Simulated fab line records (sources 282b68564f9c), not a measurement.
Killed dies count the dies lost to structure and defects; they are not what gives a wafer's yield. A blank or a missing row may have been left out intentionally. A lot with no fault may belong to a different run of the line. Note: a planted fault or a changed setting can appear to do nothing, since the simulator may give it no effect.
A struck lot beside a sound one :: flow rit_cmos :: 15 steps out of a route of 202
Sound: the wafers L900.3, L900.4, L900.6. Wafers struck: L910.2, L910.3, L910.4. The cause is given at the end.
Each step with rows lists, per side, the tool, then ch with its chambers, then its first start. Under that, the readings that differ: sound wafers :: struck wafers :: difference of the means :: sigmas: that difference in standard deviations of wafers without a fault.
alike: readings whose means differ by less than 2 such deviations, and words and numbers that are the same on both sides. not compared: withheld readings, readings that some wafer has no value for, bounds like >300 that may hide the same value, and numbers for which the record gives no deviation and whose values overlap.
Wherever a step has rows on one side only, a row that says differs or no value, or a row with sigmas, the two part there. When numbers do not overlap yet have no deviation, they are printed without sigmas and do not part them. A reading missing from all wafers of one side parts the sides only when that side holds two or more wafers.

RIT_ACTIVE_BOW_MEAS_00:
  struck on film_metro-02, day 5 04:01; sound on film_metro-02, day 3 02:02
  alike: INCOMING_BOW
then, 1 step without rows for these wafers: RIT_ACTIVE_OXIDATION_01 (target thk 46.8 nm, ox time 3360 s).
RIT_ACTIVE_THK_MEAS_02:
  struck on film_metro-03, day 5 06:04; sound on film_metro-03, day 3 04:04
  alike: ACTIVE_OXIDE_THK
then, 1 step without rows for these wafers: RIT_ACTIVE_CVD_03 (deposits Si3N4 from SiH2Cl2/NH3, target thk 150 nm, time 1500 s).
RIT_ACTIVE_THK_MEAS_04:
  struck on film_metro-02, day 5 07:32; sound on film_metro-03, day 3 05:33
  alike: ACTIVE_NITRIDE_THK
then, 6 steps without rows for these wafers: RIT_ACTIVE_HMDS_05 (prime time 60 s); RIT_ACTIVE_COAT_06 (resist thk 1000 nm); RIT_ACTIVE_SOFTBAKE_07 (time 60 s); RIT_ACTIVE_EXPOSE_08 (exposes mask M1, target cd 1400 nm); RIT_ACTIVE_PEB_09; RIT_ACTIVE_DEVELOP_10 (develop time 50 s).
RIT_ACTIVE_CD_MEAS_11: target cd 1400 nm.
  struck on cd_sem-02, day 5 08:35; sound on cd_sem-01, day 3 06:36
reading: cd_nm (nm)
sound: 1396.8 1397.5 1397.1
struck: 1402.8 1401.3 1399.0
difference: +3.9
sigmas: +2
RIT_ACTIVE_HARDBAKE_12: time 60 s.
  sound on litho_track-03 ch 0, day 3 06:44; struck on litho_track-03 ch 0, day 5 08:43
reading: heater_power_total_W (W)
sound: 62.58 62.52 62.57
struck: 61.53 61.66 61.69
difference: -0.93
sigmas: -19

reading: plate_temp_C (C)
sound: 140.10 139.91 139.95
struck: 138.24 138.57 138.15
difference: -1.67
sigmas: -11
RIT_ACTIVE_ETCH_13: etches Si3N4 in SF6, stops on SiO2, time 210 s, target depth 210 nm.
  sound on rie_diel-04 ch 0,1,2, day 3 06:50; struck on rie_diel-03 ch 1,2,3, day 5 08:50
  alike: drypump_motor_current_A, oes_product_au, throttle_valve_pct
  not compared: rf_hours_counter_h
RIT_M1_PROBE_99:
  struck on prober-02, day 7 04:43; sound on prober-02, day 5 02:17
  alike: killed_at_contacts, killed_at_front_end, killed_dies, killed_on_rim, killed_open, killed_short

== WHERE THEY PART ==
Last at RIT_ACTIVE_HARDBAKE_12 as far as this record goes, first at RIT_ACTIVE_CD_MEAS_11. Later steps at which nothing parts them and some readings are alike: RIT_ACTIVE_ETCH_13, RIT_M1_PROBE_99.

WHY: what had been put in by the simulator
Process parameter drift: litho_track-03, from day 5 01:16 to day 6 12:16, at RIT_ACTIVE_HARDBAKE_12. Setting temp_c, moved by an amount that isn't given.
